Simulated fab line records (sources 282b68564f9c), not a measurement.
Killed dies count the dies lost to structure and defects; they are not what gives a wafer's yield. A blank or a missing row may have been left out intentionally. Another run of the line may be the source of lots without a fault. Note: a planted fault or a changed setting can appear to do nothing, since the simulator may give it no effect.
fab line records + flow rit_cmos
record:
- lots: 14
- wafers: 42
- last_day: 7
route steps=202 shown NRETRO@61
lots untouched by any fault: they come from a run of this same line in which no faults occurred
start_h: hours from the record's first day to the start of the lot's first wafer shown + wait_h: hours elapsed since this lot's preceding step + " identical to the entry in the row above + L1.1+2: several wafers, shown together as one row + - no value, or no start was given + * or withheld: withheld + < > ~ a bound
route shown NAME@n: a module of which the file shows steps, and the number in the route of the first + usual: mean/standard deviation taken from wafers without a fault + same: alike in all rows + chamber/n: place in a boat + sites: each site's reading + _std_site: their standard deviation + _edge_site: mean of outer sites minus mean of inner sites + radius_mm: for every site, how far away it sits from the centre of the wafer + mask NAME#n: copy n + behind: tool/chamber where the wafer was last shaped + hold: cause of the lot's hold/its duration in hours/its outcome + device: whichever transistor did not switch (one of n, p or np) + end of line: the route-end tests of the same wafers + step lacking rows: just its recipe + killed: dies that structure and defects cost at the first sort, which is not the same as the wafer's yield + map: dies across one wafer; x = killed, . = not, _ = none there
set.NAME: the setting the step ran with; set.NAME@STEP: the setting that earlier step ran with + model.NAME: the simulator's own value behind a step, which no gauge read
the route's steps for a sample of lots (tables are steps, rows are wafers)
services: from which hour (start_h, from the record's first day; less than 0 if before it) a tool's chamber was out of use, for how many hours, and why
== steps ==
step: RIT_NRETRO_IMPLANT_08
recipe:
- species: P
- energy_kev: 70
- dose_cm2: 1e+13
- tilt_deg: 7
usual:
- dose_ions_cm2: 1.0001e+13/1.2e+10
- faraday_current_uA: 31.8/0.64
| lot.wafer | tool         | chamber | start_h | wait_h | dose_ions_cm2 | faraday_current_uA |
|-----------|--------------|---------|---------|--------|---------------|--------------------|
| L985.2    | implanter-03 | 0       | 31.31   | 0.2    | 1.0005e+13    | 31.6               |
| L985.5    | "            | 0       | "       | "      | 1.0007e+13    | 32.0               |
| L985.6    | "            | 0       | "       | "      | 1.002e+13     | 31.2               |
| L986.3    | implanter-04 | 0       | 37.49   | 0.2    | 9.985e+12     | 30.8               |
| L986.4    | "            | 0       | "       | "      | 1.0002e+13    | 33.0               |
| L986.6    | "            | 0       | "       | "      | 9.993e+12     | 31.7               |
| L987.1    | implanter-03 | 0       | 42.92   | 0.2    | 9.997e+12     | 31.2               |
| L987.3    | "            | 0       | "       | "      | 9.984e+12     | 32.3               |
| L987.6    | "            | 0       | "       | "      | 1.0003e+13    | 31.3               |
| L988.3    | implanter-01 | 0       | 45.12   | 0.2    | 9.981e+12     | 33.7               |
| L988.4    | "            | 0       | "       | "      | 9.982e+12     | 31.3               |
| L988.5    | "            | 0       | "       | "      | 9.994e+12     | 32.5               |
| L990.1    | implanter-01 | 0       | 57.29   | 0.2    | 9.996e+12     | 32.3               |
| L990.2    | "            | 0       | "       | "      | 9.997e+12     | 32.6               |
| L990.3    | "            | 0       | "       | "      | 9.996e+12     | 32.1               |
| L991.2    | implanter-04 | 0       | 62.30   | 0.2    | 9.996e+12     | 32.7               |
| L991.4    | "            | 0       | "       | "      | 9.967e+12     | 32.5               |
| L991.5    | "            | 0       | "       | "      | 1.0004e+13    | 32.4               |
| L992.3    | implanter-01 | 0       | 65.69   | 0.2    | 1.0008e+13    | 32.6               |
| L992.5    | "            | 0       | "       | "      | 1.0018e+13    | 32.3               |
| L992.6    | "            | 0       | "       | "      | 1.0009e+13    | 31.7               |
| L993.2    | implanter-04 | 0       | 71.20   | 0.2    | 1.0045e+13    | 32.3               |
| L993.3    | "            | 0       | "       | "      | 1.0023e+13    | 32.8               |
| L993.4    | "            | 0       | "       | "      | 1.0008e+13    | 31.8               |
| L997.2    | implanter-01 | 0       | 94.49   | 0.2    | 9.991e+12     | 32.1               |
| L997.5    | "            | 0       | "       | "      | 1.001e+13     | 32.0               |
| L997.6    | "            | 0       | "       | "      | 9.998e+12     | 32.0               |
| L100.3    | implanter-04 | 0       | 106.70  | 0.2    | 1.8761e+13    | 60.4               |
| L100.4    | "            | 0       | "       | "      | 1.8764e+13    | 60.2               |
| L100.5    | "            | 0       | "       | "      | 1.8758e+13    | 59.1               |
| L102.3    | implanter-03 | 0       | 117.20  | 0.2    | 1.0006e+13    | 32.9               |
| L102.4    | "            | 0       | "       | "      | 1.0019e+13    | 31.3               |
| L102.5    | "            | 0       | "       | "      | 1.0007e+13    | 31.1               |
| L105.3    | implanter-04 | 0       | 130.21  | 0.2    | 1.8762e+13    | 59.3               |
| L105.5    | "            | 0       | "       | "      | 1.8737e+13    | 60.1               |
| L105.6    | "            | 0       | "       | "      | 1.8759e+13    | 60.0               |
| L106.1    | implanter-01 | 0       | 137.03  | 0.2    | 1.0012e+13    | 31.6               |
| L106.3    | "            | 0       | "       | "      | 9.989e+12     | 31.6               |
| L106.4    | "            | 0       | "       | "      | 1.0005e+13    | 32.2               |
| L108.4    | implanter-01 | 0       | 147.10  | 0.2    | 1.0002e+13    | 31.3               |
| L108.5    | "            | 0       | "       | "      | 9.996e+12     | 31.6               |
| L108.6    | "            | 0       | "       | "      | 9.999e+12     | 31.4               |
step: RIT_NRETRO_TW_MEAS_10
usual:
- NRETRO_TW: 1040/10
| lot.wafer | tool          | chamber | start_h | wait_h | NRETRO_TW |
|-----------|---------------|---------|---------|--------|-----------|
| L985.2    | film_metro-01 | -       | 31.62   | 0.1    | 1032      |
| L985.5    | "             | -       | "       | "      | 1034      |
| L985.6    | "             | -       | "       | "      | 1029      |
| L986.3    | film_metro-01 | -       | 37.79   | 0.1    | 1039      |
| L986.4    | "             | -       | "       | "      | 1034      |
| L986.6    | "             | -       | "       | "      | 1039      |
| L987.1    | film_metro-01 | -       | 43.24   | 0.1    | 1043      |
| L987.3    | "             | -       | "       | "      | 1033      |
| L987.6    | "             | -       | "       | "      | 1034      |
| L988.3    | film_metro-03 | -       | 45.41   | 0.1    | 1059      |
| L988.4    | "             | -       | "       | "      | 1055      |
| L988.5    | "             | -       | "       | "      | 1044      |
| L990.1    | film_metro-03 | -       | 57.62   | 0.1    | 1052      |
| L990.2    | "             | -       | "       | "      | 1046      |
| L990.3    | "             | -       | "       | "      | 1049      |
| L991.2    | film_metro-01 | -       | 62.61   | 0.1    | 1028      |
| L991.4    | "             | -       | "       | "      | 1022      |
| L991.5    | "             | -       | "       | "      | 1027      |
| L992.3    | film_metro-03 | -       | 65.99   | 0.1    | 1048      |
| L992.5    | "             | -       | "       | "      | 1050      |
| L992.6    | "             | -       | "       | "      | 1049      |
| L993.2    | film_metro-02 | -       | 71.51   | 0.1    | 1040      |
| L993.3    | "             | -       | "       | "      | 1038      |
| L993.4    | "             | -       | "       | "      | 1036      |
| L997.2    | film_metro-01 | -       | 94.80   | 0.1    | 1032      |
| L997.5    | "             | -       | "       | "      | 1032      |
| L997.6    | "             | -       | "       | "      | 1036      |
| L100.3    | film_metro-02 | -       | 106.99  | 0.1    | 1277      |
| L100.4    | "             | -       | "       | "      | 1278      |
| L100.5    | "             | -       | "       | "      | 1276      |
| L102.3    | film_metro-03 | -       | 117.50  | 0.1    | 1052      |
| L102.4    | "             | -       | "       | "      | 1047      |
| L102.5    | "             | -       | "       | "      | 1052      |
| L105.3    | film_metro-01 | -       | 130.50  | 0.1    | 1260      |
| L105.5    | "             | -       | "       | "      | 1243      |
| L105.6    | "             | -       | "       | "      | 1256      |
| L106.1    | film_metro-01 | -       | 137.35  | 0.1    | 1021      |
| L106.3    | "             | -       | "       | "      | 1025      |
| L106.4    | "             | -       | "       | "      | 1022      |
| L108.4    | film_metro-01 | -       | 147.38  | 0.1    | 1031      |
| L108.5    | "             | -       | "       | "      | 1033      |
| L108.6    | "             | -       | "       | "      | 1031      |
== services ==
| tool         | chamber | start_h | hours | kind   |
|--------------|---------|---------|-------|--------|
| implanter-01 | -       | 36.80   | 3.0   | repair |
| implanter-04 | -       | 44.46   | 2.6   | repair |
| implanter-01 | -       | 87.16   | 1.8   | repair |
| implanter-01 | -       | 96.89   | 0.7   | repair |
| implanter-04 | -       | 125.63  | 4.2   | pm     |
| implanter-03 | -       | 128.68  | 36.5  | repair |
| implanter-04 | -       | 133.28  | 2.0   | repair |
== key ==
first_sign:
- step: RIT_NRETRO_IMPLANT_08
- reading: dose_ions_cm2
- direction: up
- sigmas: 99+
- usual: 1.0001e+13
- struck: 1.8757e+13
effect:
- step: RIT_NRETRO_IMPLANT_08
- reading: faraday_current_uA
- direction: up
- sigmas: 44
- usual: 31.8
- struck: 59.9
effect:
- step: RIT_NRETRO_TW_MEAS_10
- reading: NRETRO_TW
- direction: up
- sigmas: 22
- usual: 1040
- struck: 1265
met_at RIT_NRETRO_IMPLANT_08
struck_lots L100,L105
tester_left_out L100,L105
onset_between 71.20 106.70
fault:
- kind: process_parameter_drift
- tool: implanter-04
- chamber: -
- onset_h: 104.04
- steps: RIT_NRETRO_IMPLANT_08
- channel: dose_cm2
- offset: 8.7601e+12
- shape: step
- end_h: 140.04
- acts_in: these_recipes_only
- stated: 1e+13
tester_left_out: of these lots the tester's yield and bins aren't shown, on N5 and GAA mostly nor the transistor test; their killed dies are dies lost to structure and defects alone, not to doping, threshold or leakage, so they don't give the yield
